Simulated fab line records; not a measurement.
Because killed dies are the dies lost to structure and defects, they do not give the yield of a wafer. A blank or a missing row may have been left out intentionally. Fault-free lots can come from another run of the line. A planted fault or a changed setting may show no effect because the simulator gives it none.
fab line records | flow berkeley-cmos170
record lots=14 | wafers=42 | last-day=12
route steps=331 shown PLDD@154
lots untouched by any fault: they come from a run of this same line in which no faults occurred
start-h: hours from the record's first day to the start of the lot's first wafer shown | wait-h: how many hours have passed since the lot's step before this one | " unchanged from the row above | L1.1+2: several wafers, shown together as one row | - value missing, or start not given | * or withheld: withheld | < > ~ a bound
route shown NAME@n: a module of which the file shows steps, and the number in the route of the first | usual: mean/standard deviation taken from wafers without a fault | same: alike in all rows | chamber/n: place in a boat | sites: per-site readings | _std_site: standard deviation of those values | _edge_site: outer sites' mean less inner sites' | radius-mm: for every site, how far away it sits from the centre of the wafer | mask NAME#n: copy n | behind: the most recent tool/chamber to have shaped the wafer | hold: why the lot was held/for how many hours/how that ended | device: names the non-switching transistor (n, p or np) | end of line: tests run on the same wafers once the route is complete | where a step has no rows: the recipe by itself | killed: the dies lost at the first sort to structure and to defects; this is not the yield of the wafer | map: a wafer's dies, marking killed ones x, the rest . and places with no die _
set.NAME: the setting as run; set.NAME@STEP: as run at that earlier step | model.NAME: the simulator's own value behind a step, which no gauge read
steps of the route over a sample of lots; a table a step, a row a wafer
services: when a tool's chamber went out of use (start-h, in hours from the record's first day, below 0 if earlier), for how many hours, and the reason
## steps
# step UCB170_PLDD_IMPLANT_09
# recipe species=BF2 | dose-cm2=5e+13 | energy-kev=10 | tilt-deg=7 | rotation-deg=180
# usual beam-on-s=10.03/0.19 | dose-ions-cm2=5e+13/5.1e+10 | faraday-current-uA=158.1/3
lot.wafer | tool         | chamber | start-h | wait-h | beam-on-s | dose-ions-cm2 | faraday-current-uA
L882.1    | implanter-02 | 0       | 160.24  | 0.1    | 10.31     | 4.997e+13     | 152.6
L882.4    | "            | 0       | "       | "      | 10.15     | 4.999e+13     | 156.1
L882.6    | "            | 0       | "       | "      | 10.34     | 4.995e+13     | 152.6
L883.2    | implanter-03 | 0       | 160.38  | 0.1    | 9.93      | 4.998e+13     | 159.1
L883.3    | "            | 0       | "       | "      | 9.78      | 4.995e+13     | 162.2
L883.4    | "            | 0       | "       | "      | 9.61      | 4.997e+13     | 164.8
L886.1    | implanter-01 | 0       | 172.30  | 0.1    | 10.03     | 5.001e+13     | 158.0
L886.3    | "            | 0       | "       | "      | 10.14     | 5e+13         | 156.5
L886.4    | "            | 0       | "       | "      | 9.90      | 5.007e+13     | 159.9
L885.1    | implanter-03 | 0       | 173.09  | 0.1    | 10.25     | 4.994e+13     | 154.9
L885.2    | "            | 0       | "       | "      | 10.05     | 4.991e+13     | 158.2
L885.6    | "            | 0       | "       | "      | 10.36     | 4.99e+13      | 152.5
L887.1    | implanter-02 | 0       | 173.37  | 0.1    | 10.15     | 5.005e+13     | 156.8
L887.2    | "            | 0       | "       | "      | 10.01     | 5.001e+13     | 157.4
L887.6    | "            | 0       | "       | "      | 10.14     | 5.003e+13     | 156.1
L891.2    | implanter-01 | 0       | 188.76  | 0.1    | 9.81      | 5e+13         | 161.3
L891.3    | "            | 0       | "       | "      | 9.85      | 4.994e+13     | 160.6
L891.6    | "            | 0       | "       | "      | 9.97      | 4.995e+13     | 159.4
L889.2    | implanter-02 | 0       | 188.85  | 0.1    | 9.92      | 5.008e+13     | 159.4
L889.4    | "            | 0       | "       | "      | 10.02     | 5.003e+13     | 157.5
L889.6    | "            | 0       | "       | "      | 10.24     | 5.004e+13     | 155.0
L890.2    | implanter-03 | 0       | 189.00  | 0.1    | 9.76      | 5.008e+13     | 161.2
L890.4    | "            | 0       | "       | "      | 10.44     | 5.005e+13     | 152.5
L890.6    | "            | 0       | "       | "      | 10.28     | 5.006e+13     | 154.4
L894.1    | implanter-03 | 0       | 208.18  | 0.1    | 10.08     | 5.005e+13     | 157.5
L894.2    | "            | 0       | "       | "      | 9.83      | 5.003e+13     | 161.2
L894.6    | "            | 0       | "       | "      | 10.41     | 4.996e+13     | 151.6
L896.3    | implanter-02 | 0       | 218.45  | 0.1    | 9.87      | 5.001e+13     | 160.7
L896.4    | "            | 0       | "       | "      | 10.12     | 5.003e+13     | 156.5
L896.5    | "            | 0       | "       | "      | 10.03     | 5.004e+13     | 158.1
L898.1    | implanter-02 | 0       | 225.65  | 0.1    | 12.72     | 6.851e+13     | 170.5
L898.5    | "            | 0       | "       | "      | 12.35     | 6.854e+13     | 175.8
L898.6    | "            | 0       | "       | "      | 12.13     | 6.858e+13     | 179.1
L899.2    | implanter-02 | 0       | 226.23  | 0.1    | 12.08     | 6.848e+13     | 180.7
L899.3    | "            | 0       | "       | "      | 12.37     | 6.85e+13      | 175.6
L899.5    | "            | 0       | "       | "      | 12.34     | 6.845e+13     | 176.1
L902.1    | implanter-01 | 0       | 240.94  | 0.1    | 9.87      | 4.997e+13     | 160.7
L902.3    | "            | 0       | "       | "      | 9.53      | 5.004e+13     | 165.3
L902.5    | "            | 0       | "       | "      | 10.05     | 4.999e+13     | 157.0
L904.2    | implanter-01 | 0       | 254.14  | 0.1    | 9.87      | 4.996e+13     | 160.2
L904.3    | "            | 0       | "       | "      | 10.11     | 5.002e+13     | 157.0
L904.6    | "            | 0       | "       | "      | 10.15     | 4.996e+13     | 156.2
# step UCB170_PLDD_TW_MEAS_11
# usual PLDD_TW=1007/6.7
lot.wafer | tool          | chamber | start-h | wait-h | hold                     | PLDD_TW
L882.1    | film-metro-03 | -       | 160.49  | 0.1    | -                        | 1010
L882.4    | "             | -       | "       | "      | -                        | 1002
L882.6    | "             | -       | "       | "      | -                        | 1001
L883.2    | film-metro-01 | -       | 160.62  | 0.1    | -                        | 1000
L883.3    | "             | -       | "       | "      | -                        | 1003
L883.4    | "             | -       | "       | "      | -                        | 1005
L886.1    | film-metro-02 | -       | 172.55  | 0.1    | -                        | 1014
L886.3    | "             | -       | "       | "      | -                        | 1013
L886.4    | "             | -       | "       | "      | -                        | 1013
L885.1    | film-metro-02 | -       | 173.34  | 0.1    | -                        | 1015
L885.2    | "             | -       | "       | "      | -                        | 1014
L885.6    | "             | -       | "       | "      | -                        | 1011
L887.1    | film-metro-01 | -       | 173.62  | 0.1    | -                        | 1001
L887.2    | "             | -       | "       | "      | -                        | 1003
L887.6    | "             | -       | "       | "      | -                        | 1005
L891.2    | film-metro-02 | -       | 188.99  | 0.1    | -                        | 1012
L891.3    | "             | -       | "       | "      | -                        | 1013
L891.6    | "             | -       | "       | "      | -                        | 1013
L889.2    | film-metro-02 | -       | 189.09  | 0.1    | -                        | 1018
L889.4    | "             | -       | "       | "      | -                        | 1012
L889.6    | "             | -       | "       | "      | -                        | 1011
L890.2    | film-metro-01 | -       | 189.24  | 0.1    | -                        | 1002
L890.4    | "             | -       | "       | "      | -                        | 1000
L890.6    | "             | -       | "       | "      | -                        | 1007
L894.1    | film-metro-01 | -       | 208.43  | 0.1    | -                        | 1001
L894.2    | "             | -       | "       | "      | -                        | 999
L894.6    | "             | -       | "       | "      | -                        | 996
L896.3    | film-metro-02 | -       | 218.67  | 0.1    | -                        | 1012
L896.4    | "             | -       | "       | "      | -                        | 1011
L896.5    | "             | -       | "       | "      | -                        | 1017
L898.1    | film-metro-03 | -       | 225.90  | 0.1    | await-dispo/0.2h/release | 1056
L898.5    | "             | -       | "       | "      | await-dispo/0.2h/release | 1054
L898.6    | "             | -       | "       | "      | await-dispo/0.2h/release | 1057
L898.1    | film-metro-03 | -       | 226.24  | 0.3    | -                        | 1056
L898.5    | "             | -       | "       | "      | -                        | 1060
L898.6    | "             | -       | "       | "      | -                        | 1060
L899.2    | film-metro-02 | -       | 226.46  | 0.1    | await-dispo/0.2h/release | 1064
L899.3    | "             | -       | "       | "      | await-dispo/0.2h/release | 1063
L899.5    | "             | -       | "       | "      | await-dispo/0.2h/release | 1069
L899.2    | film-metro-02 | -       | 226.72  | 0.2    | -                        | 1070
L899.3    | "             | -       | "       | "      | -                        | 1070
L899.5    | "             | -       | "       | "      | -                        | 1068
L902.1    | film-metro-03 | -       | 241.19  | 0.1    | -                        | 1000
L902.3    | "             | -       | "       | "      | -                        | 1007
L902.5    | "             | -       | "       | "      | -                        | 1003
L904.2    | film-metro-03 | -       | 254.37  | 0.1    | -                        | 1012
L904.3    | "             | -       | "       | "      | -                        | 1008
L904.6    | "             | -       | "       | "      | -                        | 1002
# step UCB170_SDANNEAL_RS_MEAS_04
# recipe thk-meas-gauge=four-point-probe
# usual PLDD_RS=1032.7/2.5
lot.wafer | tool          | chamber | start-h | wait-h | hold                     | PLDD_RS[ohm/sq]
L882.1    | film-metro-03 | -       | 171.99  | 0.1    | -                        | 1035.6
L882.4    | "             | -       | "       | "      | -                        | 1031.1
L882.6    | "             | -       | "       | "      | -                        | 1034.5
L883.2    | film-metro-03 | -       | 173.00  | 0.1    | -                        | 1031.9
L883.3    | "             | -       | "       | "      | -                        | 1032.2
L883.4    | "             | -       | "       | "      | -                        | 1031.1
L886.1    | film-metro-01 | -       | 185.19  | 0.1    | -                        | 1038.5
L886.3    | "             | -       | "       | "      | -                        | 1032.2
L886.4    | "             | -       | "       | "      | -                        | 1032.5
L885.1    | film-metro-03 | -       | 185.71  | 0.1    | -                        | 1035.9
L885.2    | "             | -       | "       | "      | -                        | 1033.0
L885.6    | "             | -       | "       | "      | -                        | 1034.2
L887.1    | film-metro-02 | -       | 186.08  | 0.1    | -                        | 1036.0
L887.2    | "             | -       | "       | "      | -                        | 1034.6
L887.6    | "             | -       | "       | "      | -                        | 1035.0
L891.2    | film-metro-02 | -       | 203.21  | 0.1    | -                        | 1031.1
L891.3    | "             | -       | "       | "      | -                        | 1031.3
L891.6    | "             | -       | "       | "      | -                        | 1035.8
L889.2    | film-metro-01 | -       | 203.39  | 0.1    | -                        | 1033.4
L889.4    | "             | -       | "       | "      | -                        | 1034.3
L889.6    | "             | -       | "       | "      | -                        | 1034.8
L890.2    | film-metro-03 | -       | 203.68  | 0.1    | -                        | 1030.5
L890.4    | "             | -       | "       | "      | -                        | 1028.3
L890.6    | "             | -       | "       | "      | -                        | 1031.8
L894.1    | film-metro-03 | -       | 224.14  | 0.1    | -                        | 1031.3
L894.2    | "             | -       | "       | "      | -                        | 1030.2
L894.6    | "             | -       | "       | "      | -                        | 1030.7
L896.3    | film-metro-03 | -       | 233.35  | 0.1    | -                        | 1031.9
L896.4    | "             | -       | "       | "      | -                        | 1035.4
L896.5    | "             | -       | "       | "      | -                        | 1034.9
L898.1    | film-metro-01 | -       | 240.54  | 0.1    | await-dispo/0.2h/release | 899.4
L898.5    | "             | -       | "       | "      | await-dispo/0.2h/release | 903.8
L898.6    | "             | -       | "       | "      | await-dispo/0.2h/release | 902.4
L898.1    | film-metro-01 | -       | 240.82  | 0.3    | -                        | 902.3
L898.5    | "             | -       | "       | "      | -                        | 903.0
L898.6    | "             | -       | "       | "      | -                        | 902.7
L899.2    | film-metro-02 | -       | 241.01  | 0.1    | await-dispo/0.2h/release | 902.6
L899.3    | "             | -       | "       | "      | await-dispo/0.2h/release | 903.4
L899.5    | "             | -       | "       | "      | await-dispo/0.2h/release | 905.9
L899.2    | film-metro-02 | -       | 241.37  | 0.3    | -                        | 901.7
L899.3    | "             | -       | "       | "      | -                        | 902.5
L899.5    | "             | -       | "       | "      | -                        | 904.4
L902.1    | film-metro-03 | -       | 257.60  | 0.1    | -                        | 1032.0
L902.3    | "             | -       | "       | "      | -                        | 1031.2
L902.5    | "             | -       | "       | "      | -                        | 1032.0
L904.2    | film-metro-02 | -       | 271.23  | 0.1    | -                        | 1028.4
L904.3    | "             | -       | "       | "      | -                        | 1030.5
L904.6    | "             | -       | "       | "      | -                        | 1031.7
## services
tool         | chamber | start-h | hours | kind
implanter-03 | -       | 145.08  | 1.7   | repair
implanter-01 | -       | 168.48  | 1.2   | repair
implanter-03 | -       | 170.25  | 2.5   | pm
implanter-01 | -       | 209.51  | 1.6   | repair
implanter-01 | -       | 215.28  | 2.4   | repair
implanter-02 | -       | 242.05  | 4.4   | repair
## key
first-sign step=UCB170_PLDD_IMPLANT_09 | reading=dose-ions-cm2 | direction=up | sigmas=99+ | usual=5e+13 | struck=6.851e+13
effect step=UCB170_PLDD_IMPLANT_09 | reading=beam-on-s | direction=up | sigmas=12 | usual=10.03 | struck=12.33
effect step=UCB170_PLDD_TW_MEAS_11 | reading=visit | direction=added
effect step=UCB170_PLDD_TW_MEAS_11 | reading=PLDD_TW | direction=up | sigmas=8.1 | usual=1007 | struck=1060
effect step=UCB170_SDANNEAL_RS_MEAS_04 | reading=PLDD_RS | direction=down | sigmas=53 | usual=1032.7 | struck=902.9
met-at UCB170_PLDD_IMPLANT_09
struck-lots L898,L899
scrapped-behind UCB170_SDANNEAL_RS_MEAS_04 L898.1,L898.5,L898.6,L899.2,L899.3,L899.5
onset-between 218.45 225.65
fault kind=process-parameter-drift | tool=implanter-02 | chamber=- | onset-h=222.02 | steps=UCB170_PLDD_IMPLANT_09 | channel=dose-cm2 | offset=1.85e+13 | shape=step | end-h=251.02 | acts-in=these-recipes-only | stated=5e+13
